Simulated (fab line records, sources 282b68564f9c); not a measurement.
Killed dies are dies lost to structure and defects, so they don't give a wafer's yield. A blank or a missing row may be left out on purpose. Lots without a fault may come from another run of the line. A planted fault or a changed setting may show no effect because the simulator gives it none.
One fault seen from 2 desks | flow rit_cmos | each desk has only its own numbers; what lay behind them comes last

THE TOOL OWNER'S DESK: implanter-03
The tool's own readings at RIT_PWELL_IMPLANT_08: means of the sampled wafers that have a number, for each lot that ran on this tool. A lot is out of limits, marked OUT, if its mean lies more than 4 standard deviations from the usual mean; the brackets give that distance.
Columns: A = dose_ions_cm2 at RIT_PWELL_IMPLANT_08, usual 7e+13; B = end_station_pressure_torr at RIT_PWELL_IMPLANT_08, usual 5.17e-06 Torr; C = faraday_current_uA at RIT_PWELL_IMPLANT_08, usual 221
lot  | first seen here | A                       | B        | C
L575 | day 2 13:33     | 7e+13                   | 5.21e-06 | 221
L576 | day 2 19:56     | 7e+13                   | 5.19e-06 | 222
L583 | day 4 05:04     | 1e+14 (+99 or more) OUT | 5.19e-06 | 391 (+37) OUT
L586 | day 4 21:19     | 1e+14 (+99 or more) OUT | 5.23e-06 | 402 (+39) OUT
This desk's finding: out of limits on L583, L586; first on L583, day 4 05:04 (dose_ions_cm2 at RIT_PWELL_IMPLANT_08). In limits: L575, L576.

THE METROLOGY DESK
What the gauges read, lot by lot, whatever tool the lot ran on: means of the sampled wafers that have a number. A lot is out of limits, marked OUT, if its mean lies more than 4 standard deviations from the usual mean; the brackets give that distance.
Columns: A = PWELL_TW at RIT_PWELL_TW_MEAS_10, usual 951; B = PWELL_RS at RIT_WELLDRIVE_RS_MEAS_02, usual 430.7 ohm/sq
lot  | first seen here | A              | B
L572 | day 1 22:58     | 955            | 430.2
L573 | day 2 03:31     | 946            | 431.3
L574 | day 2 08:42     | 946            | 430.2
L575 | day 2 13:53     | 965            | 430.6
L576 | day 2 20:14     | 940            | 432.0
L577 | day 2 23:52     | 947            | 431.9
L581 | day 3 20:44     | 960            | 431.9
L583 | day 4 05:22     | 1137 (+27) OUT | 302.1 (-99 or more) OUT
L586 | day 4 21:39     | 1139 (+27) OUT | 301.9 (-99 or more) OUT
L590 | day 5 17:20     | 956            | 429.2
L591 | day 5 22:03     | 951            | 431.3
L592 | day 6 02:33     | 949            | 432.6
L593 | day 6 08:05     | 952            | 430.3
This desk's finding: out of limits on L583, L586; first on L583, day 4 05:22 (PWELL_TW at RIT_PWELL_TW_MEAS_10). In limits: L572, L573, L574, L575, L576, L577, L581, L590, L591, L592, L593.

PUT TOGETHER
The tool owner's desk could have raised an alarm at day 4 05:04, on L583, L586.
The metrology desk could have raised an alarm at day 4 05:22, on L583, L586.
Of the lots named, all ran RIT_PWELL_IMPLANT_08 on implanter-03.

WHAT THE SIMULATOR HAD PUT IN
Process parameter drift: implanter-03, from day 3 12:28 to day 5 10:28, at RIT_PWELL_IMPLANT_08. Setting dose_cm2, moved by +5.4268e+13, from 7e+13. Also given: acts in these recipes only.
Lots struck among those shown: L583, L586.
Hours from the fault's start to each desk's first reading out of limits: the tool owner's desk, 17; the metrology desk, 17.
